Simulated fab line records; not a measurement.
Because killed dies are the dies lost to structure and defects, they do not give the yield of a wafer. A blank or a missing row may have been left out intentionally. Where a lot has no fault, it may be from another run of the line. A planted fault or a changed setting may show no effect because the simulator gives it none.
What tool caused it? | flow berkeley-cmos170 | 14 lots with 42 wafers sampled at 4 steps, on a route of 331 steps

WHAT THE GAUGES READ, wafer by wafer
UCB170_CONTACT_CD_MEAS_90: the cd target is 700 nm. Usual: 700.2 nm for cd-nm, sd 1.5.
lot  | measured     | on        | cd-nm (nm)        | flag
L901 | day 8 10:02  | cd-sem-02 | 702.6 702.5 702.5 |
L902 | day 8 12:11  | cd-sem-01 | 700.7 700.6 699.7 |
L903 | day 8 16:26  | cd-sem-02 | 701.0 701.8 700.9 |
L904 | day 8 17:01  | cd-sem-02 | 700.7 700.1 701.2 |
L905 | day 9 16:06  | cd-sem-01 | 700.0 700.9 698.6 |
L910 | day 10 10:24 | cd-sem-02 | 698.7 697.9 699.0 |
L911 | day 11 05:30 | cd-sem-01 | 698.9 699.3 698.6 |
L912 | day 11 03:37 | cd-sem-02 | 701.7 701.2 700.6 |
L915 | day 12 00:53 | cd-sem-02 | 701.5 700.8 701.1 |
L917 | day 12 18:35 | cd-sem-01 | 700.9 701.3 699.4 |
L918 | day 12 18:57 | cd-sem-01 | 700.9 700.8 702.6 |
L920 | day 12 15:47 | cd-sem-02 | 699.0 700.6 699.5 |
L922 | day 12 19:16 | cd-sem-01 | 701.3 702.2 702.2 |
L923 | day 13 06:59 | cd-sem-02 | 703.2 703.7 702.3 |

UCB170_V2_OVL_MEAS_13. Usual: V2_OVL typically reads 1 nm, with standard deviation 5.3.
lot  | measured     | on         | V2_OVL (nm) | flag
L901 | day 8 21:04  | overlay-02 | 7 5 0       |
L902 | day 9 00:19  | overlay-02 | 3 5 10      |
L903 | day 9 04:02  | overlay-02 | -5 -2 -3    |
L904 | day 9 08:15  | overlay-01 | -7 1 1      |
L905 | day 10 08:31 | overlay-01 | -9 -3 -8    |
L910 | day 11 01:54 | overlay-01 | -1 0 -11    |
L911 | day 11 23:32 | overlay-01 | -7 3 -2     |
L912 | day 11 18:41 | overlay-02 | 1 4 8       |
L915 | day 12 15:10 | overlay-02 | 9 12 7      |
L917 | day 13 06:56 | overlay-01 | 0 0 6       |
L918 | day 13 09:34 | overlay-02 | 2 5 -6      |
L920 | day 13 02:52 | overlay-01 | -8 -8 -5    |
L922 | day 13 12:01 | overlay-01 | 6 -4 3      |
L923 | day 13 20:42 | overlay-01 | -1 3 0      |

WHAT TOOL EACH LOT RAN ON (gives the tool, then ch and the chambers of the sampled wafers, and finally the start)
lot  | UCB170_ZERO_ETCH_06               | UCB170_V1_ETCH_14
L901 | rie-diel-02 ch 0,1,2, day 1 22:17 | rie-diel-01 ch 0,3, day 8 16:18
L902 | rie-diel-02 ch 2,3, day 1 23:49   | rie-diel-03 ch 0,3, day 8 18:59
L903 | rie-diel-01 ch 0,2,3, day 2 09:14 | rie-diel-01 ch 0,1,3, day 8 21:52
L904 | rie-diel-02 ch 0,2,3, day 2 09:41 | rie-diel-01 ch 0,1,3, day 8 23:56
L905 | rie-diel-03 ch 0,3, day 2 19:36   | rie-diel-03 ch 1,2, day 10 02:42
L910 | rie-diel-03 ch 0,1, day 3 17:29   | rie-diel-01 ch 0,1,2, day 10 20:55
L911 | rie-diel-02 ch 1,2,3, day 3 22:22 | rie-diel-03 ch 0,1,3, day 11 12:20
L912 | rie-diel-02 ch 1,3, day 4 06:16   | rie-diel-03 ch 0,2, day 11 09:07
L915 | rie-diel-02 ch 0,1, day 4 21:09   | rie-diel-02 ch 1,2, day 12 09:08
L917 | rie-diel-01 ch 1,2,3, day 5 09:18 | rie-diel-03 ch 1,3, day 13 00:08
L918 | rie-diel-02 ch 0,1,2, day 5 09:35 | rie-diel-02 ch 1,3, day 13 01:38
L920 | rie-diel-01 ch 1,2,3, day 5 18:25 | rie-diel-02 ch 0,1,3, day 12 21:34
L922 | rie-diel-03 ch 2,3, day 6 04:58   | rie-diel-02 ch 0,3, day 13 02:38
L923 | rie-diel-01 ch 2,3, day 6 15:16   | rie-diel-01 ch 0,1,3, day 13 15:22
- UCB170_ZERO_ETCH_06: etches SiO2 in CHF3/CF4/Ar, time 12 s.
- UCB170_V1_ETCH_14: etches SiO2 in CHF3/CF4/Ar, stops on Al, target depth 1250 nm, time 291 s.

WHAT THE TOOLS THEMSELVES READ (means of the sampled wafers that have a number; where no wafer has one, the mark that the record gives instead)
UCB170_ZERO_ETCH_06. Usual: CHF3_flow_sccm 50.00 sccm, standard deviation 0.17; drypump-motor-current-A 6.1 A, standard deviation 0.4; oes-product-au 0.619 a.u., standard deviation 0.0086; throttle-valve-pct 9.19 %, standard deviation 0.15.
lot  | tool        | CHF3_flow_sccm (sccm) | drypump-motor-current-A (A) | oes-product-au (a.u.) | throttle-valve-pct (%) | flag
L901 | rie-diel-02 | 49.99                 | 6.1                         | 0.617                 | 9.05                   |
L902 | rie-diel-02 | 50.02                 | 6.1                         | 0.619                 | 9.06                   |
L903 | rie-diel-01 | 49.98                 | 5.8                         | 0.617                 | 9.21                   |
L904 | rie-diel-02 | 50.07                 | 6.2                         | 0.619                 | 9.13                   |
L905 | rie-diel-03 | 50.06                 | 5.4                         | 0.625                 | 9.23                   |
L910 | rie-diel-03 | 49.97                 | 5.5                         | 0.607                 | 9.21                   |
L911 | rie-diel-02 | 50.08                 | 6.2                         | 0.620                 | 9.14                   |
L912 | rie-diel-02 | 50.02                 | 6.3                         | 0.624                 | 9.20                   |
L915 | rie-diel-02 | 49.87                 | 6.3                         | 0.620                 | 9.12                   |
L917 | rie-diel-01 | 49.94                 | 6.2                         | 0.627                 | 9.28                   |
L918 | rie-diel-02 | 49.84                 | 6.1                         | 0.622                 | 9.05                   |
L920 | rie-diel-01 | 50.04                 | 6.2                         | 0.624                 | 9.27                   |
L922 | rie-diel-03 | 50.05                 | 5.7                         | 0.621                 | 9.22                   |
L923 | rie-diel-01 | 50.03                 | 6.3                         | 0.625                 | 9.16                   |

UCB170_V1_ETCH_14. Usual: CHF3_flow_sccm 45.01 sccm, standard deviation 0.15; drypump-motor-current-A 5.9 A, standard deviation 0.47; oes-product-au 0.873 a.u., standard deviation 0.014; throttle-valve-pct 6.93 %, standard deviation 0.1.
lot  | tool        | CHF3_flow_sccm (sccm) | drypump-motor-current-A (A) | oes-product-au (a.u.) | throttle-valve-pct (%) | flag
L901 | rie-diel-01 | 45.15                 | 5.6                         | 0.869                 | 6.96                   |
L902 | rie-diel-03 | 45.06                 | 5.3                         | 0.868                 | 6.96                   |
L903 | rie-diel-01 | 44.95                 | 5.7                         | 0.874                 | 7.01                   |
L904 | rie-diel-01 | 45.03                 | 5.7                         | 0.873                 | 7.02                   |
L905 | rie-diel-03 | 44.98                 | 6.0                         | 0.856                 | 6.87                   |
L910 | rie-diel-01 | 44.92                 | 6.0                         | 0.873                 | 6.98                   |
L911 | rie-diel-03 | 45.11                 | 5.5                         | 0.869                 | 6.91                   |
L912 | rie-diel-03 | 45.11                 | 5.9                         | 0.861                 | 6.95                   |
L915 | rie-diel-02 | 44.95                 | 6.1                         | 0.878                 | 6.81                   |
L917 | rie-diel-03 | 45.01                 | 5.6                         | 0.878                 | 6.90                   |
L918 | rie-diel-02 | 44.98                 | 6.3                         | 0.872                 | 6.99                   |
L920 | rie-diel-02 | 45.18                 | 6.3                         | 0.877                 | 6.91                   |
L922 | rie-diel-02 | 45.19                 | 6.4                         | 0.879                 | 6.99                   |
L923 | rie-diel-01 | 44.91                 | 5.7                         | 0.881                 | 7.02                   |

THE ANSWER, worked out from the rows above alone
Rule: a lot is off if the mean of its wafers that have a number lies more than 3 standard deviations from the usual mean. Also off: a lot with no number at a reading for which 4 or more lots have one. All remaining lots with rows at the step are treated as sound. First the gauges in route order, then the tools' own readings, where a lot's mean is used as printed above. The first step at which some lot is off is used, and at that step the reading that is off furthest; a lot without a number counts as furthest.
None of the lots is off at any reading shown; this tells nothing.

WHAT THE SIMULATOR PUT IN
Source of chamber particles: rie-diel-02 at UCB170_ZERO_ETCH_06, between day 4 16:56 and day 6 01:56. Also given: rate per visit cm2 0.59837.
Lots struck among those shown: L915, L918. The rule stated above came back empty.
